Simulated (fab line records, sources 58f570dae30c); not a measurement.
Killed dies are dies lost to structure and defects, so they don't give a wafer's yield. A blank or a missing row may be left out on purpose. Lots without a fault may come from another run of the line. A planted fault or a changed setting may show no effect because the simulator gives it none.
Which tool did it? | flow berkeley_cmos170 | 12 lots, 36 wafers sampled, at 2 steps of a route of 331

WHAT THE GAUGES READ, wafer by wafer
UCB170_GATE_CD_MEAS_12: target cd 350 nm.
lot  | measured     | on        | cd_nm (nm)
L767 | day 6 13:14  | cd_sem-02 | 346.5 346.8 346.3
L766 | day 6 13:25  | cd_sem-01 | 351.6 350.1 350.9
L771 | day 6 19:53  | cd_sem-02 | 351.3 350.0 350.4
L768 | day 6 19:52  | cd_sem-01 | 346.5 347.7 348.3
L770 | day 6 20:09  | cd_sem-02 | 349.3 348.8 350.3
L769 | day 6 20:21  | cd_sem-01 | 351.0 351.5 350.9
L772 | day 7 08:07  | cd_sem-01 | 348.8 347.9 347.8
L775 | day 8 06:21  | cd_sem-02 | 341.6 345.3 346.7
L780 | day 9 04:31  | cd_sem-01 | 350.2 349.8 350.5
L784 | day 9 22:51  | cd_sem-01 | 348.1 346.9 347.9
L788 | day 10 18:46 | cd_sem-01 | 350.2 350.6 349.0
L787 | day 10 19:05 | cd_sem-02 | 350.8 349.4 351.2

WHICH TOOL RAN EACH LOT (tool, then ch and the chambers of the sampled wafers, then the start)
lot  | UCB170_GATE_EXPOSE_09
L767 | krf_scanner-02 ch 0, day 6 12:50
L766 | krf_scanner-01 ch 0, day 6 13:02
L771 | krf_scanner-02 ch 0, day 6 19:17
L768 | krf_scanner-02 ch 0, day 6 19:22
L770 | krf_scanner-01 ch 0, day 6 19:39
L769 | krf_scanner-01 ch 0, day 6 19:46
L772 | krf_scanner-02 ch 0, day 7 07:40
L775 | krf_scanner-02 ch 0, day 8 05:58
L780 | krf_scanner-01 ch 0, day 9 03:57
L784 | krf_scanner-01 ch 0, day 9 22:27
L788 | krf_scanner-01 ch 0, day 10 18:23
L787 | krf_scanner-01 ch 0, day 10 18:32
- UCB170_GATE_EXPOSE_09: exposes mask POLY, target cd 350 nm.

WHAT THE TOOLS THEMSELVES READ (means of the sampled wafers that have a number; where no wafer has one, the mark that the record gives instead)
UCB170_GATE_EXPOSE_09.
lot  | tool           | exposure_dose_mJ_cm2
L767 | krf_scanner-02 | 20.974
L766 | krf_scanner-01 | 21.004
L771 | krf_scanner-02 | 20.994
L768 | krf_scanner-02 | 20.966
L770 | krf_scanner-01 | 21.004
L769 | krf_scanner-01 | 21.000
L772 | krf_scanner-02 | 21.012
L775 | krf_scanner-02 | 20.753
L780 | krf_scanner-01 | 20.997
L784 | krf_scanner-01 | 21.012
L788 | krf_scanner-01 | 20.974
L787 | krf_scanner-01 | 21.003

THE ANSWER, worked out from the rows above alone
Rule: what is usual is taken from the lots themselves. Put in order of their means at a reading, lots are off if they are a third of the lots or fewer, leave a main group of 4 or more, and stand apart from it by a gap of 3 or more times the standard deviation of the main group's means; of several such gaps the widest counts. A main group whose means are all the same, to the digits that the tables above print for the reading, isn't used. A lot without any number at a reading at which 4 lots or more have one is off too. The other lots that the step has rows for count as sound. The gauges are gone through in route order, then the tools' own readings, and for those a lot's mean is taken as printed above. The first step at which some lot is off is used, and at that step the reading that is off furthest; a lot without a number counts as furthest.
Off: L775, at UCB170_GATE_EXPOSE_09 (exposure_dose_mJ_cm2). The main group: mean 20.995, standard deviation 0.015.
A tool fits if, at that step or a process step before it, it ran every lot that is off, and no sound lot after the first of them. One fits: krf_scanner-02 at UCB170_GATE_EXPOSE_09. Its last sound lot is L772 (day 7 07:40), its first lot that is off L775 (day 8 05:58): a fault that began between those two fits.
The tool's own readings at UCB170_GATE_EXPOSE_09 bear it out: on the lots that are off they differ by more than 5 times the standard deviation of the sound lots' means. exposure_dose_mJ_cm2 reads 20.753 there against 20.995 on the sound lots.

WHAT THE SIMULATOR HAD PUT IN
Process parameter drift: krf_scanner-02, from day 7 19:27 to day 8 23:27, at UCB170_GATE_EXPOSE_09. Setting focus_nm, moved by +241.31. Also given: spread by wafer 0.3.
Lots struck among those shown: L775. The rule above found the same.
